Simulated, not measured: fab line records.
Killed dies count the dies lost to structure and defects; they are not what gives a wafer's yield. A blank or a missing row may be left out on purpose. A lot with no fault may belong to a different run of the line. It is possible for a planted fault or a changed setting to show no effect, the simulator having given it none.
Check for tools in common ; flow berkeley-cmos170 ; Sampled: 14 lots, 42 wafers

## THE REASON FOR OPENING IT
Flagged at UCB170_V2_CD_MEAS_12: reading cd-nm, on 2 of 14 lots. Wafers without a fault read 699.9 nm, standard deviation 1.3.
Rule: flag the lot when none of its wafers has a number, or when each of its wafers that has one lies beyond 4 standard deviations from that mean. The rest of the lots are taken to be sound.

lot;measured;on;cd-nm (nm), wafer by wafer;flag
L505;day 9 05:43;cd-sem-02;696.9 698.0 698.2;
L504;day 9 06:43;cd-sem-02;696.6 697.6 698.4;
L506;day 9 12:07;cd-sem-02;702.3 702.0 700.4;
L508;day 9 20:41;cd-sem-01;702.6 702.6 702.2;
L510;day 9 21:02;cd-sem-02;699.2 700.6 700.0;
L512;day 10 10:48;cd-sem-01;699.9 698.4 699.5;
L513;day 10 12:50;cd-sem-02;701.8 701.5 700.4;
L515;day 10 20:44;cd-sem-01;698.7 700.3 698.3;
L514;day 10 23:04;cd-sem-01;734.2 734.2 732.9;FLAGGED
L517;day 11 08:58;cd-sem-01;735.1 734.3 734.1;FLAGGED
L524;day 12 15:47;cd-sem-02;700.0 700.4 700.0;
L525;day 13 10:32;cd-sem-02;701.7 701.8 701.3;
L527;day 13 20:07;cd-sem-01;699.3 699.6 698.4;
L526;day 13 23:14;cd-sem-02;701.6 700.0 701.4;
The numbers of the flagged lots are 734.1 nm on average: +34.2 nm against the usual, or +26 standard deviations.

## EACH LOT AND THE TOOL IT RAN ON
The record holds 3 process steps before the reading, out of a route of 331 steps. Cell contents, in order: the tool; ch with the chambers the sampled wafers went through; the start.
lot;flag;UCB170_CONTACT_STRIP_06;UCB170_M2_METAL_ETCH_18;UCB170_V2_PEB_10
L505;;plasma-asher-01 ch 0,1, day 8 14:07;rie-metal-02 ch 0,1, day 9 03:31;litho-track-03 ch 0, day 9 05:26
L504;;plasma-asher-04 ch 1, day 8 14:21;rie-metal-01 ch 0, day 9 03:55;litho-track-03 ch 0, day 9 06:26
L506;;plasma-asher-02 ch 1, day 8 20:25;rie-metal-02 ch 0,1, day 9 09:52;litho-track-04 ch 0, day 9 11:50
L508;;plasma-asher-04 ch 0,1, day 9 06:37;rie-metal-02 ch 1, day 9 18:22;litho-track-04 ch 0, day 9 20:25
L510;;plasma-asher-01 ch 0,1, day 9 06:37;rie-metal-03 ch 0,1, day 9 18:39;litho-track-03 ch 0, day 9 20:46
L512;;plasma-asher-02 ch 0,1, day 9 21:04;rie-metal-01 ch 0, day 10 08:15;litho-track-02 ch 0, day 10 10:32
L513;;plasma-asher-04 ch 1, day 9 21:08;rie-metal-03 ch 0,1, day 10 09:46;litho-track-03 ch 0, day 10 12:34
L515;;plasma-asher-01 ch 0,1, day 10 05:24;rie-metal-01 ch 0,1, day 10 16:25;litho-track-02 ch 0, day 10 20:28
L514;FLAGGED;plasma-asher-04 ch 0,1, day 10 05:38;rie-metal-02 ch 0,1, day 10 20:55;litho-track-02 ch 0, day 10 22:48
L517;FLAGGED;plasma-asher-02 ch 0,1, day 10 16:44;rie-metal-01 ch 0,1, day 11 06:41;litho-track-02 ch 0, day 11 08:41
L524;;plasma-asher-01 ch 0,1, day 11 22:40;rie-metal-03 ch 0,1, day 12 10:56;litho-track-03 ch 0, day 12 15:00
L525;;plasma-asher-02 ch 0,1, day 12 20:40;rie-metal-03 ch 0,1, day 13 08:20;litho-track-04 ch 0, day 13 10:16
L527;;plasma-asher-02 ch 0,1, day 13 05:17;rie-metal-03 ch 0,1, day 13 17:37;litho-track-02 ch 0, day 13 19:44
L526;;plasma-asher-02 ch 0,1, day 13 06:38;rie-metal-01 ch 0,1, day 13 20:17;litho-track-02 ch 0, day 13 22:58
What the steps here do:
- UCB170_CONTACT_STRIP_06: strips in O2.
- UCB170_M2_METAL_ETCH_18: etches Al in Cl2/BCl3, stops on SiO2, target depth 1170 nm, time 195 s.
- UCB170_V2_PEB_10
- UCB170_V2_CD_MEAS_12: target cd 700 nm.

## FLAGGED AGAINST TOTAL, ONE TOOL AT A TIME (gauges that did the reading follow at the end)
step;tool;lots run;flagged;share of the flagged lots;sound lots run after its first flagged lot
UCB170_CONTACT_STRIP_06;plasma-asher-01;4;0;none;-
UCB170_CONTACT_STRIP_06;plasma-asher-02;6;1;some;3 (L525,L527,L526)
UCB170_CONTACT_STRIP_06;plasma-asher-04;4;1;some;0
UCB170_M2_METAL_ETCH_18;rie-metal-01;5;1;some;1 (L526)
UCB170_M2_METAL_ETCH_18;rie-metal-02;4;1;some;0
UCB170_M2_METAL_ETCH_18;rie-metal-03;5;0;none;-
UCB170_V2_PEB_10;litho-track-02;6;2;all;2 (L527,L526)
UCB170_V2_PEB_10;litho-track-03;5;0;none;-
UCB170_V2_PEB_10;litho-track-04;3;0;none;-
UCB170_V2_CD_MEAS_12;cd-sem-01;6;2;all;1 (L527)
UCB170_V2_CD_MEAS_12;cd-sem-02;8;0;none;-

## WHAT THE TABLE PERMITS
litho-track-02 at UCB170_V2_PEB_10 and cd-sem-01 at UCB170_V2_CD_MEAS_12 are the 2 rows of the table that ran each flagged lot.
- litho-track-02 at UCB170_V2_PEB_10 ran 6 lots, 2 of them flagged. Sound lots followed the first flagged one (L527, L526) on it, something a lasting fault affecting the whole tool could not allow. Its own readings lie more than 4 standard deviations out on every wafer of the flagged lots: heater-power-total-W, plate-temp-C.
- cd-sem-01 at UCB170_V2_CD_MEAS_12 ran 6 lots, 2 of them flagged. Sound lots followed the first flagged one (L527) on it, something a lasting fault affecting the whole tool could not allow.
Every row of the table either missed a flagged lot or ran a sound lot after the first.

## WHAT THE SIMULATOR PUT IN
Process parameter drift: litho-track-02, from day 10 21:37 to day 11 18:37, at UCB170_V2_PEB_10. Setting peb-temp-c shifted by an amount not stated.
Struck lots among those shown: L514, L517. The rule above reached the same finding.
